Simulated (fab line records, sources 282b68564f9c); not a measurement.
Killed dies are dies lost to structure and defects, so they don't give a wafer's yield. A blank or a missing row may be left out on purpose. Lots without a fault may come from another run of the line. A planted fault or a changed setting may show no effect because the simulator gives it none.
A struck lot beside a sound one | flow rit_cmos | 17 steps out of a route of 202
Sound: wafers L273.1, L273.3, L273.4. Struck: wafers L282.3, L282.5, L282.6. The cause comes at the end.
At each step with rows: each side's tool, then ch and its chambers, then its first start. Under that, the readings that differ: sound wafers | struck wafers | difference of the means | sigmas: that difference in standard deviations of wafers without a fault.
alike: readings whose means differ by less than 2 such deviations, and words and numbers that are the same on both sides. not compared: withheld readings, readings that some wafer has no value for, bounds like >300 that may hide the same value, and numbers for which the record gives no deviation and whose values overlap.
The two part at a step that has a row with sigmas, a row that says differs or no value, or rows on one side only. Numbers that don't overlap but have no deviation are shown without sigmas and don't part them. A reading that every wafer of one side lacks parts them only if that side has two wafers or more.

RIT_FOX2_THK_MEAS_01:
  sound on film_metro-04, day 2 02:28; struck on film_metro-01, day 4 02:56
  alike: FOX2_OXIDE_THK
then, 2 steps without rows for these wafers: RIT_FOX2_CLEAN_02 (cleans in dHF, time 180 s); RIT_FOX2_WET_ETCH_03 (etches Si3N4 in H3PO4, target depth 195 nm, time 2700 s).
RIT_FOX2_THK_MEAS_90:
  sound on film_metro-01, day 2 03:27; struck on film_metro-02, day 4 03:53
  alike: FIELD_OXIDE_LEFT_1_THK
then, 6 steps without rows for these wafers: RIT_NWELL_HMDS_00 (prime time 60 s); RIT_NWELL_COAT_01 (resist thk 1300 nm); RIT_NWELL_SOFTBAKE_02 (time 60 s); RIT_NWELL_EXPOSE_03 (exposes mask M2, target cd 43900 nm); RIT_NWELL_PEB_04; RIT_NWELL_DEVELOP_05 (develop time 68 s).
RIT_NWELL_OVL_MEAS_06:
  sound on overlay-02, day 2 04:23; struck on overlay-01, day 4 04:56
  alike: NWELL_OVL
then, 1 step without rows for these wafers: RIT_NWELL_HARDBAKE_07 (time 120 s).
RIT_NWELL_IMPLANT_08:
  sound on implanter-01 ch 0, day 2 04:41; struck on implanter-04 ch 0, day 4 05:16
  reading                   | sound                | struck               | difference | sigmas
  beam_energy_keV           | 170.01 170.02 170.08 | 153.05 153.05 153.04 | -16.99     | -99 or more
  model.implant.rp_nm (nm)  | 215.7 215.7 215.7    | 191.9 191.9 191.9    | -23.8      |
  model.implant.drp_nm (nm) | 68.82 68.82 68.82    | 63.67 63.67 63.67    | -5.15      |
  alike: beam_on_s
RIT_NWELL_STRIP_09: strips in O2, time 180 s.
  sound on plasma_asher-04 ch 0,1, day 2 04:50; struck on plasma_asher-03 ch 0,1, day 4 05:25
  alike: drypump_motor_current_A
  not compared: rf_hours_counter_h
RIT_NWELL_TW_MEAS_10:
  sound on film_metro-02, day 2 05:00; struck on film_metro-02, day 4 05:34
  reading  | sound          | struck         | difference | sigmas
  NWELL_TW | 2137 2136 2135 | 2101 2094 2094 | -40        | -3
then, 1 step without rows for these wafers: RIT_PWELL_HMDS_00 (prime time 60 s).
RIT_M1_PROBE_99:
  sound on prober-02, day 3 23:43; struck on prober-01, day 5 18:27
  reading                               | sound                   | struck                  | difference | sigmas
  model.etest.field_p_metal.vt_v (V)    | -28.5 -29.56 -29.68     | -26.84 -26.84 -27.31    | +2.25      |
  model.etest.field_p.vt_v (V)          | -12.78 -12.88 -12.84    | -11.92 -11.8 -11.88     | +0.97      |
  model.etest.pmos_narrow.vt_less_v (V) | 0.02213 0.01969 0.02397 | 0.02469 0.02418 0.02525 | +0.00278   |
  alike: killed_at_contacts, killed_at_front_end, killed_dies, killed_open, killed_short

WHERE THEY PART
First at RIT_NWELL_IMPLANT_08; last, within this record, at RIT_NWELL_TW_MEAS_10. Later steps at which nothing parts them and some readings are alike: RIT_M1_PROBE_99.

WHY: what the simulator had put in
Process parameter drift: implanter-04, from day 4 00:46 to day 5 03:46, at RIT_NWELL_IMPLANT_08. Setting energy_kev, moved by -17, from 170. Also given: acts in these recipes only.
